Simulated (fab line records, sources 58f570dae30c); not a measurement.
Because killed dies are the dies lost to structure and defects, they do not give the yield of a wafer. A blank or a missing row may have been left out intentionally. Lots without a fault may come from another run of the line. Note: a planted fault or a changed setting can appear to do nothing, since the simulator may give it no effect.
Code-filled problem report in 8D (eight disciplines) form | flow berkeley-cmos170 | the parts of the form that need people (team, actions taken, sign-off) are left out

## 1. WHAT WENT WRONG
Mean V2_POLISHED_THK at UCB170_V2_THK_MEAS_04: 1348.7 nm over 9 wafers in 3 lots; fault-free wafers: 1000.5 nm, standard deviation 1.3. That is +99 or more standard deviations from the usual mean.
Seen first at day 9 14:54 on film-metro-01, wafer L861.3. The record holds 45 wafers of 15 lots with a number at this step. The rule behind "out" and "out of limits": a value lying over 4 standard deviations away from the usual mean. The rest of the wafers with a number are treated as sound.

## 2. WHAT IT IS, WHAT IT ISN'T
question                    | is                           | is not
which readings at this step | V2_POLISHED_THK              | -
which lots                  | L861, L864, L866             | L858, L859, L860, L862, L863, L873, L874, L876, L878, L879, L880, L881
which wafers of those lots  | all that have a number       | -
read on which gauges        | film-metro-01, film-metro-03 | film-metro-04
when                        | from day 9 14:54             | up to then (15 sound wafers); but 21 sound wafers of L873, L874, L876, L878, L879, L880, L881 came after

## 3. SUSPECTS, AND WHAT RULES EACH OUT
Counting: a tool at any process step up to the reading remains a suspect when it ran all the lots that are out and ran no sound lot after the first of those.
- the gauge at UCB170_V2_THK_MEAS_04: ruled out. 2 gauges (film-metro-01, film-metro-03) read the wafers that are out.
- cmp-02 at UCB170_V2_CMP_02 (polishes SiO2): ruled out as a lasting fault. Sound lots L880, L879, L881 ran on it after its first lot that is out, L861 (day 9 14:28).
Left after counting: nothing in the record.

## 4. THE CAUSE (what the simulator had put in)
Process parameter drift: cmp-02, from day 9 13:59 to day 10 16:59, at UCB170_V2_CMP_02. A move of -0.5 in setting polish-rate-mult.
It was ruled out by counting, in error; the rule expects a fault to strike all lots run on its tool from its start on, and this fault did not.

## 5. THE CHAIN OF EFFECTS, in route order
Rows list readings where the struck wafers' mean (over those with a number) sits beyond 3 standard deviations from the usual. Readings are gone through only where the record gives a usual standard deviation; hours: the median, over the lots, of the time from a lot's start at the first step in this table giving one to that lot's start at this step; sigmas: the change measured in usual standard deviations.
hours | step                  | reading              | usual      | on struck wafers | change | sigmas
0     | UCB170_V2_THK_MEAS_04 | V2_POLISHED_THK      | 1000.5 nm  | 1348.7           | +348.2 | +99 or more
2     | UCB170_V2_ETCH_14     | oes-product-au       | 0.878 a.u. | 1.012            | +0.134 | +10
6     | UCB170_M3_PROBE_99    | defect-limited-yield | 98.7 %     | 0.3              | -98.4  | -99 or more
6     | UCB170_M3_PROBE_99    | killed_at_M0_to_M3   | 0.9        | 261.3            | +260.4 | +99 or more
6     | UCB170_M3_PROBE_99    | killed-dies          | 3.4        | 263.1            | +259.7 | +99 or more
6     | UCB170_M3_PROBE_99    | killed-on-rim        | 1.1        | 69.2             | +68.1  | +68
6     | UCB170_M3_PROBE_99    | sort_bin_5_function  | 0.7 %      | 99.2             | +98.5  | +99 or more
6     | UCB170_M3_PROBE_99    | sort-n-pass          | 260.7      | 0.9              | -259.8 | -99 or more
6     | UCB170_M3_PROBE_99    | sort-yield-pct       | 98.7 %     | 0.3              | -98.4  | -99 or more
Process steps it contains:
- UCB170_V2_ETCH_14: etches SiO2 in CHF3/CF4/Ar, stops on Al, target depth 1250 nm, time 291 s.
- UCB170_M3_PROBE_99

## 6. HOW IT WOULD HAVE BEEN CAUGHT EARLIER
In this record the first reading out of limits at a measuring or inspecting step was taken at day 9 14:54, 1 hour after the fault began at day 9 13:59.
Tool readings at UCB170_V2_CMP_02 with a usual standard deviation given in the record: none out on any struck wafer, hence no alarm at a limit of 4 standard deviations on them.
